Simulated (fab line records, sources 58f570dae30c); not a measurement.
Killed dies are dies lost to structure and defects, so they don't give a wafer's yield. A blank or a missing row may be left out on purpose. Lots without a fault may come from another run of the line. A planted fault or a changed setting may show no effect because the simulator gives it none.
Problem report in the 8D (eight disciplines) form, filled by code | flow berkeley_cmos170 | the parts of the form that need people (team, actions taken, sign-off) are left out

1. THE PROBLEM
oes_product_au at UCB170_PWELL_STRIP_16 reads a mean of 0.665 a.u. on 9 wafers of 3 lots; wafers without a fault read 0.720 a.u. with a standard deviation of 0.0042. That is -13 standard deviations from the usual mean.
The step: strips in O2.
First seen on wafer L541.3, day 5 04:02, on plasma_asher-04. The record holds 45 wafers of 15 lots with a number at this step. Rule for "out", or "out of limits": more than 4 standard deviations from the usual mean. The other wafers with a number count as sound.

2. WHAT IT IS AND WHAT IT IS NOT
question                    | is                     | is not
which readings at this step | oes_product_au         | drypump_motor_current_A
which lots                  | L541, L543, L544       | L531, L532, L533, L534, L535, L536, L537, L546, L549, L550, L551, L554
which wafers of those lots  | all that have a number | -
read on which tools         | plasma_asher-04        | plasma_asher-02, plasma_asher-03
when                        | from day 5 04:02       | up to then (21 sound wafers); but 15 sound wafers of L546, L549, L550, L551, L554 came after

3. SUSPECTS, AND WHAT RULES EACH OUT
Counting: a tool at a process step up to the reading stays a suspect if it ran every lot that is out and no sound lot after the first of them.
- plasma_asher-04 at UCB170_PWELL_STRIP_16 (strips in O2): kept. It ran every lot that is out, first L541 (day 5 04:02), and no sound lot after that; its last sound lot up to then is L537 (day 4 09:20). Its own readings are out on those wafers: oes_product_au.
Left after counting: plasma_asher-04 at UCB170_PWELL_STRIP_16.

4. THE CAUSE (what the simulator had put in)
Process parameter drift: plasma_asher-04, from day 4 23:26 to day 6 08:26, at UCB170_PWELL_STRIP_16. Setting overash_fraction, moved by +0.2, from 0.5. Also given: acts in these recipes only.
Counting left only this tool.

5. THE CHAIN OF EFFECTS, in route order
Each row: a reading whose mean over the struck wafers that have a number lies more than 3 standard deviations from the usual. Only readings for which the record gives a usual standard deviation are gone through. hours: the time from each lot's start at the first step in this table that gives one to its start at this step, as a median over the lots. sigmas: the change in usual standard deviations.
hours | step                  | reading        | usual      | on struck wafers | change | sigmas
0     | UCB170_PWELL_STRIP_16 | oes_product_au | 0.720 a.u. | 0.665            | -0.055 | -13
The process steps in it:
- UCB170_PWELL_STRIP_16: strips in O2.

6. WHAT WOULD HAVE CAUGHT IT SOONER
In this record the first reading out of limits was taken at day 5 04:02, 5 hours after the fault began at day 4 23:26.
